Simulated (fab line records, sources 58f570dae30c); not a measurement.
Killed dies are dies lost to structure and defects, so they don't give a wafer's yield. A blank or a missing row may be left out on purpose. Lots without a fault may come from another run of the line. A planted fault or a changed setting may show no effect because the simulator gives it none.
One fault seen from 2 desks | flow berkeley_cmos170 | each desk has only its own numbers; what lay behind them comes last

THE METROLOGY DESK
What the gauges read, lot by lot, whatever tool the lot ran on: means of the sampled wafers that have a number. A lot is out of limits, marked OUT, if its mean lies more than 4 standard deviations from the usual mean; the brackets give that distance.
Columns: A = NSD_OVL at UCB170_NSD_OVL_MEAS_07, usual 2 nm; B = PSD_RS at UCB170_SDANNEAL_RS_MEAS_02, usual 75.47 ohm/sq; C = NSD_RS at UCB170_SDANNEAL_RS_MEAS_03, usual 37.27 ohm/sq; D = PLDD_RS at UCB170_SDANNEAL_RS_MEAS_04, usual 1032 ohm/sq
lot  | first seen here | A  | B               | C               | D
L718 | day 7 02:56     | 6  | 75.30           | 37.21           | 1029
L720 | day 7 10:07     | 1  | 75.59           | 37.32           | 1028
L719 | day 7 10:37     | 9  | 75.80           | 37.24           | 1037
L721 | day 8 00:00     | 3  | 75.35           | 37.37           | 1034
L722 | day 8 00:08     | -4 | 75.45           | 37.27           | 1030
L724 | day 8 11:01     | 1  | 75.47           | 37.19           | 1035
L723 | day 8 11:28     | 3  | 75.48           | 37.26           | 1032
L725 | day 8 15:54     | 7  | 65.42 (-39) OUT | 35.69 (-19) OUT | 1010 (-7.2) OUT
L726 | day 9 02:35     | 4  | 65.08 (-40) OUT | 35.66 (-19) OUT | 1008 (-7.8) OUT
L734 | day 10 22:38    | 6  | 75.24           | 37.18           | 1030
L736 | day 10 22:55    | -5 | 75.52           | 37.42           | 1034
L739 | day 11 08:12    | 7  | 75.83           | 37.27           | 1030
L738 | day 11 09:05    | 0  | 75.06           | 37.23           | 1034
L740 | day 11 14:41    | 10 | 75.25           | 37.20           | 1029
This desk's finding: out of limits on L725, L726; first on L725, day 8 17:23 (PSD_RS at UCB170_SDANNEAL_RS_MEAS_02). In limits: L718, L720, L719, L721, L722, L724, L723, L734, L736, L739, L738, L740.

THE TOOL OWNER'S DESK: rtp_anneal-02
The tool's own readings at UCB170_SDANNEAL_RTA_01 (time 5 s): means of the sampled wafers that have a number, for each lot that ran on this tool. A lot is out of limits, marked OUT, if its mean lies more than 4 standard deviations from the usual mean; the brackets give that distance.
Columns: A = lamp_power_pct at UCB170_SDANNEAL_RTA_01, usual 40.9 %; B = wafer_temp_C_max at UCB170_SDANNEAL_RTA_01, usual 1055.7
lot  | first seen here | A    | B
L718 | day 7 04:17     | 40.2 | 1056.3
L719 | day 7 12:09     | 40.3 | 1057.1
L722 | day 8 01:45     | 40.2 | 1055.8
L723 | day 8 12:48     | 40.2 | 1057.3
L725 | day 8 17:20     | 42.9 | 1082.5 (+22) OUT
L726 | day 9 04:36     | 42.9 | 1080.7 (+21) OUT
L740 | day 11 16:04    | 40.2 | 1055.8
This desk's finding: out of limits on L725, L726; first on L725, day 8 17:20 (wafer_temp_C_max at UCB170_SDANNEAL_RTA_01). In limits: L718, L719, L722, L723, L740.

PUT TOGETHER
The tool owner's desk could have raised an alarm at day 8 17:20, on L725, L726.
The metrology desk could have raised an alarm at day 8 17:23, on L725, L726.
Of the lots named, all ran UCB170_SDANNEAL_RTA_01 on rtp_anneal-02.

WHAT THE SIMULATOR HAD PUT IN
Process parameter drift: rtp_anneal-02, from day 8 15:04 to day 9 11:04, at UCB170_SDANNEAL_RTA_01. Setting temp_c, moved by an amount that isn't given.
Lots struck among those shown: L725, L726.
Hours from the fault's start to each desk's first reading out of limits: the tool owner's desk, 2; the metrology desk, 2.
